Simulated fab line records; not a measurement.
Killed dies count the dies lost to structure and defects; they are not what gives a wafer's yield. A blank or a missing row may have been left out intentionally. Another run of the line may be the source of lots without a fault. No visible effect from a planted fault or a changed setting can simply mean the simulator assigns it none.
Which of the tools did it?    flow rit cmos    14 lots, 42 wafers sampled, at 1 step of a route of 202

## WHAT THE GAUGES READ, wafer by wafer
No reading from a measuring or inspecting step in the record can be judged against a usual standard deviation.

## WHICH TOOL RAN EACH LOT (tool, then ch and the chambers of the sampled wafers, then the start)
lot   RIT_NWELL_SOFTBAKE_02
L767  litho track-04 ch 0, day 2 07:43
L769  litho track-03 ch 0, day 2 16:23
L770  litho track-04 ch 0, day 2 18:39
L771  litho track-01 ch 0, day 3 02:25
L772  litho track-03 ch 0, day 3 08:02
L773  litho track-03 ch 0, day 3 10:04
L774  litho track-01 ch 0, day 3 14:12
L775  litho track-03 ch 0, day 3 19:39
L776  litho track-04 ch 0, day 4 06:44
L779  litho track-03 ch 0, day 4 22:53
L783  litho track-04 ch 0, day 6 00:39
L785  litho track-03 ch 0, day 6 00:56
L786  litho track-03 ch 0, day 6 11:23
L789  litho track-01 ch 0, day 6 17:26
- RIT_NWELL_SOFTBAKE_02: time 60 s.

## AS READ BY THE TOOLS THEMSELVES (means over the sampled wafers that have a number; for cases with no such wafer, the mark the record gives instead)
RIT_NWELL_SOFTBAKE_02. Usual: heater power total W 34.57 W, standard deviation 0.049; plate temp C 90.01 C, standard deviation 0.11.
lot   tool            heater power total W (W)  plate temp C (C)  flag
L767  litho track-04  34.58                     90.04             
L769  litho track-03  34.63                     89.98             
L770  litho track-04  34.59                     89.83             
L771  litho track-01  34.51                     89.97             
L772  litho track-03  34.56                     90.16             
L773  litho track-03  34.58                     90.05             
L774  litho track-01  34.56                     89.96             
L775  litho track-03  34.57                     90.01             
L776  litho track-04  34.51                     89.86             
L779  litho track-03  34.56                     90.09             
L783  litho track-04  34.57                     90.08             
L785  litho track-03  31.88                     85.03             OFF
L786  litho track-03  31.86                     85.01             OFF
L789  litho track-01  34.58                     90.18             

## THE ANSWER, worked out from the rows above alone
Rule: take the mean of a lot's wafers that have a number; if it is more than 3 standard deviations from the usual mean, the lot is off. A lot without any number at a reading at which 4 lots or more have one is off too. All remaining lots with rows at the step are treated as sound. The gauges are gone through in route order, then the tools' own readings, and for those a lot's mean is taken as printed above. The first step at which some lot is off is used, and at that step the reading that is off furthest; a lot without a number counts as furthest.
Off: L785, L786, at RIT_NWELL_SOFTBAKE_02 (heater power total W).
A tool fits if, at that step or a process step before it, it ran every lot that is off, and no sound lot after the first of them. One fits: RIT_NWELL_SOFTBAKE_02 on litho track-03. A fault onset in the window from L779 (day 4 22:53, its last sound lot) to L785 (day 6 00:56, its first lot off) fits.
The tool's own readings at RIT_NWELL_SOFTBAKE_02 bear it out: on the lots that are off they differ by more than 5 times the standard deviation of the sound lots' means. heater power total W reads 31.87 W there against 34.57 W on the sound lots; plate temp C reads 85.02 C there against 90.02 C on the sound lots.

## WHAT HAD BEEN PUT IN BY THE SIMULATOR
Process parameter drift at RIT_NWELL_SOFTBAKE_02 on litho track-03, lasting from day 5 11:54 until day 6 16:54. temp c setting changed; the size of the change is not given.
Struck lots among those shown: L785, L786. The same result came from the rule above.
